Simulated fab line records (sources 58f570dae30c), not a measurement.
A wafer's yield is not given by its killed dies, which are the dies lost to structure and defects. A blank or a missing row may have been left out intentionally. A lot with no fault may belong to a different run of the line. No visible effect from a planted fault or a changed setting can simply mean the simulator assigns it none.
Struck lot and sound lot, side by side | flow berkeley-cmos170 | 43 steps out of a route of 331
Sound: wafers L153.2, L153.4, L153.6. The struck wafers were L171.4, L171.5, L171.6. The cause is given at the end.
Each step with rows lists, per side, the tool, then ch with its chambers, then its first start. Under that, the readings that differ: sound wafers | struck wafers | difference of the means | sigmas: that difference in standard deviations of wafers without a fault.
alike: a reading whose means differ by less than 2 such deviations, as well as words and numbers matching on both sides. not compared: withheld readings; readings where some wafer has no value; bounds like >300 that might hide an equal value; numbers whose values overlap and for which the record gives no deviation.
The two part at a step that has a row with sigmas, a row that says differs or no value, or rows on one side only. Numbers that don't overlap but have no deviation are shown without sigmas and don't part them. A reading missing from all wafers of one side parts the sides only when that side holds two or more wafers.

first, 6 steps without rows for these wafers: UCB170_M2_COAT_09; UCB170_M2_COAT_10 (resist thk 900 nm); UCB170_M2_SOFTBAKE_11 (time 60 s); UCB170_M2_EXPOSE_12 (exposes mask METAL2, target cd 700 nm); UCB170_M2_PEB_13; UCB170_M2_DEVELOP_14 (develop time 45 s).
UCB170_M2_CD_MEAS_15: target cd 700 nm.
  sound: cd-sem-01 at day 8 20:13; struck: cd-sem-02 at day 13 07:31
  alike: cd-nm
UCB170_M2_OVL_MEAS_16:
  sound: overlay-01 at day 8 20:19; struck: overlay-02 at day 13 07:35
  alike: M2_OVL
UCB170_M2_ETCH_17: etches BARC in N2/H2.
  sound on rie-diel-03 ch 0,1,2, day 8 20:21; struck on rie-diel-04 ch 0,2,3, day 13 07:36
  alike: drypump-motor-current-A, h2-flow-sccm, oes-product-au, throttle-valve-pct
UCB170_M2_METAL_ETCH_18: etches Al in Cl2/BCl3, stops on SiO2, target depth 1170 nm, time 195 s.
  sound on rie-metal-03 ch 0,1, day 8 20:23; struck on rie-metal-01 ch 0,1, day 13 07:43
  alike: drypump-motor-current-A, oes-product-au, throttle-valve-pct
  not compared: rf-hours-counter-h
UCB170_M2_STRIP_19: strips in O2.
  sound on plasma-asher-01 ch 0,1, day 8 20:35; struck on plasma-asher-01 ch 0,1, day 13 07:52
  alike: drypump-motor-current-A, oes-product-au
  not compared: rf-hours-counter-h
UCB170_M2_CD_MEAS_90: target cd 700 nm.
  sound: cd-sem-01 at day 8 20:42; struck: cd-sem-02 at day 13 07:59
  alike: cd-nm
UCB170_V2_CVD_00: deposits SiO2 from TEOS/O2, target thk 2000 nm, time 250 s.
  sound on pecvd-01 ch 1,2, day 8 20:48; struck on pecvd-02 ch 0,1,2, day 13 08:08
  reading                             | sound          | struck          | difference | sigmas
  model.SiO2_of_V2_CVD_00.thk-nm (nm) | 1997 2033 2044 | 846.1 855 869.9 | -1167.7    |
  alike: heater-power-w, pressure-mtorr, susceptor-temp-C
UCB170_V2_THK_MEAS_01:
  sound: film-metro-02 at day 8 20:58; struck: film-metro-04 at day 13 08:14
  reading          | sound          | struck      | difference | sigmas
  V2_TEOS_THK (nm) | 1998 2033 2044 | 846 856 870 | -1168      | -43
UCB170_V2_CMP_02: polishes SiO2.
  sound on cmp-02 ch 1,2,3, day 8 21:04; struck on cmp-02 ch 0,1,3, day 13 08:22
  alike: motor-current-A, slurry-flow-ml-min
UCB170_V2_BOW_MEAS_03:
  sound: film-metro-02 at day 8 21:20; struck: film-metro-04 at day 13 08:38
  reading     | sound    | struck   | difference | sigmas
  V2_BOW (um) | 44 62 58 | 48 23 31 | -21        | -3
UCB170_V2_THK_MEAS_04:
  sound: film-metro-02 at day 8 21:26; struck: film-metro-04 at day 13 08:43
  reading              | sound              | struck            | difference | sigmas
  V2_POLISHED_THK (nm) | 998.8 998.3 1000.1 | 847.2 856.0 869.9 | -141.4     | -99 or more
then, 7 steps without rows for these wafers: UCB170_V2_CLEAN_05 (cleans in DIW); UCB170_V2_HMDS_06 (prime time 60 s); UCB170_V2_COAT_07 (resist thk 900 nm); UCB170_V2_SOFTBAKE_08 (time 60 s); UCB170_V2_EXPOSE_09 (exposes mask VIA2, target cd 700 nm); UCB170_V2_PEB_10; UCB170_V2_DEVELOP_11 (develop time 45 s).
UCB170_V2_CD_MEAS_12: target cd 700 nm.
  sound: cd-sem-01 at day 8 22:39; struck: cd-sem-02 at day 13 09:59
  reading    | sound             | struck            | difference | sigmas
  cd-nm (nm) | 698.2 698.7 698.6 | 703.0 702.3 702.5 | +4.1       | +2
UCB170_V2_OVL_MEAS_13:
  sound: overlay-01 at day 8 22:46; struck: overlay-01 at day 13 10:04
  alike: V2_OVL
UCB170_V2_ETCH_14: etches SiO2 in CHF3/CF4/Ar, stops on Al, target depth 1250 nm, time 291 s.
  sound on rie-diel-03 ch 1,2, day 8 22:47; struck on rie-diel-03 ch 0,1,2, day 13 10:05
  reading                        | sound             | struck            | difference | sigmas
  oes-product-au (a.u.)          | 0.879 0.881 0.876 | 0.809 0.801 0.812 | -0.071     | -5
  model.V2.feature-depth-nm (nm) | 1000 998.8 1000   | 846.1 855 870.2   | -142.5     |
  model.etch.depth-nm (nm)       | 1000 998.5 1000   | 846.1 855 869.9   | -142.5     |
  alike: drypump-motor-current-A, throttle-valve-pct
  not compared: rf-hours-counter-h
UCB170_V2_STRIP_15: strips in O2.
  sound on plasma-asher-04 ch 0, day 8 22:58; struck on plasma-asher-02 ch 0,1, day 13 10:17
  reading                      | sound             | struck            | difference | sigmas
  strip-time-to-endpoint-s (s) | 15.27 15.24 15.28 | 15.53 15.56 15.43 | +0.24      | +2
  alike: drypump-motor-current-A, oes-product-au
  not compared: rf-hours-counter-h
UCB170_V2_CD_MEAS_90: target cd 700 nm.
  sound: cd-sem-01 at day 8 23:05; struck: cd-sem-02 at day 13 10:25
  reading    | sound             | struck            | difference | sigmas
  cd-nm (nm) | 698.4 700.2 698.8 | 703.2 702.5 703.1 | +3.8       | +2
then, 2 steps without rows for these wafers: UCB170_M3_PRE_CLEAN_00 (preclean etch time 60 s); UCB170_M3_SPUTTER_01 (material Al, target thk 900 nm, time 120 s).
UCB170_M3_RS_MEAS_02: measures by four-point-probe.
  sound: film-metro-01 at day 8 23:22; struck: film-metro-01 at day 13 10:41
  alike: M3_AL_RS
UCB170_M3_THK_MEAS_03: measures by xrf.
  sound: film-metro-01 at day 8 23:28; struck: film-metro-01 at day 13 10:47
  alike: M3_AL_THK
then, 9 steps without rows for these wafers: UCB170_M3_HMDS_04 (prime time 60 s); UCB170_M3_COAT_05 (resist thk 900 nm); UCB170_M3_SOFTBAKE_06 (time 60 s); UCB170_M3_STRIP_07 (strips in O2); UCB170_M3_STRIP_08 (strips KrF in DMSO, time 600 s); UCB170_M3_COAT_09; UCB170_M3_COAT_10 (resist thk 900 nm); UCB170_M3_SOFTBAKE_11 (time 60 s); UCB170_M3_EXPOSE_12 (exposes mask METAL3, target cd 700 nm).
UCB170_M3_METAL_ETCH_18: etches Al in Cl2/BCl3, stops on SiO2, target depth 1170 nm, time 195 s.
  sound on rie-metal-03 ch 0,1, day 9 02:58; struck on rie-metal-03 ch 0,1, day 13 13:26
  reading                             | sound             | struck          | difference | sigmas
  model.SiO2_of_V2_CVD_00.thk-nm (nm) | 941.4 936.8 941.6 | 784.7 793 810.8 | -143.8     |
  alike: drypump-motor-current-A, oes-product-au, throttle-valve-pct
  not compared: rf-hours-counter-h

== WHERE THEY PART ==
At UCB170_V2_THK_MEAS_01 first; at UCB170_V2_CD_MEAS_90 last (within this record only). Later steps at which nothing parts them and some readings are alike: UCB170_M3_RS_MEAS_02, UCB170_M3_THK_MEAS_03, UCB170_M3_METAL_ETCH_18.

WHY: the cause the simulator had injected
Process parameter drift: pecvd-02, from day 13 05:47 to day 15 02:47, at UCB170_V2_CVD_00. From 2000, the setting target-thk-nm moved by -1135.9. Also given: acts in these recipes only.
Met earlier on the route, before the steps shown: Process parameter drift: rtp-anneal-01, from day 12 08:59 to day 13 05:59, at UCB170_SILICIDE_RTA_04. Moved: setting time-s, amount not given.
